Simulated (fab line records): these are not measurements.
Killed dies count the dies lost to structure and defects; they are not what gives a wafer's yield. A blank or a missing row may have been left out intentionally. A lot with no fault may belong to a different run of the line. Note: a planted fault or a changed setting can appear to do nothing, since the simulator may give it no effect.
Which tool was responsible? | flow rit_cmos | 14 lots, 42 wafers sampled, at 3 steps of a route of 202

## WHAT THE GAUGES SHOWED, per wafer
RIT_PSD_OVL_MEAS_06.
lot  | measured    | on         | PSD_OVL (nm)
L972 | day 3 17:25 | overlay-01 | -1.4 0.5 -0.6
L973 | day 3 23:19 | overlay-01 | -2.2 -2.1 -1.2
L975 | day 4 04:54 | overlay-01 | 0.3 -2.4 -2.3
L976 | day 4 08:11 | overlay-01 | -0.6 -0.6 -0.5
L977 | day 4 15:43 | overlay-01 | -0.8 -2.6 0.1
L983 | day 5 13:59 | overlay-01 | -0.6 -1.4 -1.8
L984 | day 5 16:49 | overlay-02 | 0.0 0.1 -0.5
L987 | day 6 05:09 | overlay-02 | -1.5 -2.1 -2.8
L988 | day 6 10:16 | overlay-02 | 0.9 0.2 -2.7
L989 | day 6 13:11 | overlay-01 | 0.3 -1.3 -0.3
L990 | day 6 20:19 | overlay-01 | -1.4 -1.9 -1.3
L991 | day 7 00:05 | overlay-02 | -0.1 0.0 -1.4
L993 | day 7 14:38 | overlay-02 | -2.5 -2.1 -1.6
L995 | day 7 23:49 | overlay-01 | -2.3 -1.8 -0.6

## WHAT TOOL EACH LOT RAN ON (gives the tool, then ch and the chambers of the sampled wafers, and finally the start)
lot  | RIT_NLDD_STRIP_09                   | RIT_PLDD_STRIP_09
L972 | plasma_asher-02 ch 0,1, day 3 10:26 | plasma_asher-03 ch 0,1, day 3 11:51
L973 | plasma_asher-02 ch 0,1, day 3 16:09 | plasma_asher-03 ch 0,1, day 3 17:50
L975 | plasma_asher-01 ch 0,1, day 3 21:32 | plasma_asher-02 ch 0,1, day 3 23:05
L976 | plasma_asher-04 ch 0,1, day 4 00:10 | plasma_asher-04 ch 0,1, day 4 01:35
L977 | plasma_asher-02 ch 0,1, day 4 08:55 | plasma_asher-03 ch 0,1, day 4 10:20
L983 | plasma_asher-01 ch 0, day 5 06:22   | plasma_asher-03 ch 1, day 5 07:57
L984 | plasma_asher-02 ch 0, day 5 09:51   | plasma_asher-03 ch 0,1, day 5 11:29
L987 | plasma_asher-01 ch 0,1, day 5 22:34 | plasma_asher-03 ch 1, day 6 00:08
L988 | plasma_asher-02 ch 0,1, day 6 03:32 | plasma_asher-02 ch 0, day 6 05:04
L989 | plasma_asher-02 ch 0,1, day 6 06:23 | plasma_asher-04 ch 0,1, day 6 07:56
L990 | plasma_asher-04 ch 0,1, day 6 13:31 | plasma_asher-02 ch 0,1, day 6 15:04
L991 | plasma_asher-02 ch 0,1, day 6 17:25 | plasma_asher-02 ch 0,1, day 6 18:53
L993 | plasma_asher-04 ch 0,1, day 7 07:57 | plasma_asher-04 ch 0,1, day 7 09:29
L995 | plasma_asher-04 ch 0,1, day 7 16:55 | plasma_asher-03 ch 0,1, day 7 18:28
- RIT_NLDD_STRIP_09: strips in O2, time 180 s.
- RIT_PLDD_STRIP_09: strips in O2, time 180 s.

## WHAT THE TOOLS THEMSELVES READ (means of the sampled wafers that have a number; where no wafer has one, the mark that the record gives instead)
RIT_NLDD_STRIP_09.
lot  | tool            | drypump_motor_current_A (A) | rf_refl_power_W (W)
L972 | plasma_asher-02 | 5.9                         | 6.1
L973 | plasma_asher-02 | 6.1                         | 7.5
L975 | plasma_asher-01 | 5.7                         | 6.5
L976 | plasma_asher-04 | 6.3                         | 8.6
L977 | plasma_asher-02 | 6.1                         | 8.0
L983 | plasma_asher-01 | 5.6                         | 4.3
L984 | plasma_asher-02 | 6.3                         | 8.5
L987 | plasma_asher-01 | 5.6                         | 5.3
L988 | plasma_asher-02 | 6.1                         | 7.6
L989 | plasma_asher-02 | 5.9                         | 6.4
L990 | plasma_asher-04 | 6.3                         | 8.6
L991 | plasma_asher-02 | 6.1                         | 7.6
L993 | plasma_asher-04 | 6.3                         | 8.7
L995 | plasma_asher-04 | 6.3                         | 8.7

RIT_PLDD_STRIP_09.
lot  | tool            | drypump_motor_current_A (A) | rf_refl_power_W (W)
L972 | plasma_asher-03 | 5.9                         | 9.1
L973 | plasma_asher-03 | 5.9                         | 9.3
L975 | plasma_asher-02 | 5.9                         | 6.5
L976 | plasma_asher-04 | 6.0                         | 7.1
L977 | plasma_asher-03 | 5.9                         | 9.3
L983 | plasma_asher-03 | 6.0                         | 9.2
L984 | plasma_asher-03 | 5.8                         | 9.5
L987 | plasma_asher-03 | 6.0                         | 9.1
L988 | plasma_asher-02 | 6.4                         | 8.6
L989 | plasma_asher-04 | 6.3                         | 8.3
L990 | plasma_asher-02 | 6.1                         | 7.7
L991 | plasma_asher-02 | 6.1                         | 7.3
L993 | plasma_asher-04 | 6.0                         | 7.0
L995 | plasma_asher-03 | 5.9                         | 9.3

## THE ANSWER, worked out from the rows above alone
Rule: usual is defined by the lots themselves. The widest of any qualifying gaps counts: lots, ordered by their means at a reading, are off when they make up no more than a third of the lots, leave a main group of 4 or more, and stand apart from it by 3 or more times the standard deviation of that group's means. A main group is skipped when, at the precision printed for the reading in the tables above, its means are all equal. Also off: a lot with no number at a reading for which 4 or more lots have one. Any other lot the step has rows for is counted as sound. Order of review: gauges by route order, followed by the tools' own readings, for which a lot's mean as printed above is used. The first step at which some lot is off is used, and at that step the reading that is off furthest; a lot without a number counts as furthest.
No lot is off on any of the readings shown, so nothing can be concluded from this.

## WHAT THE SIMULATOR HAD INSERTED
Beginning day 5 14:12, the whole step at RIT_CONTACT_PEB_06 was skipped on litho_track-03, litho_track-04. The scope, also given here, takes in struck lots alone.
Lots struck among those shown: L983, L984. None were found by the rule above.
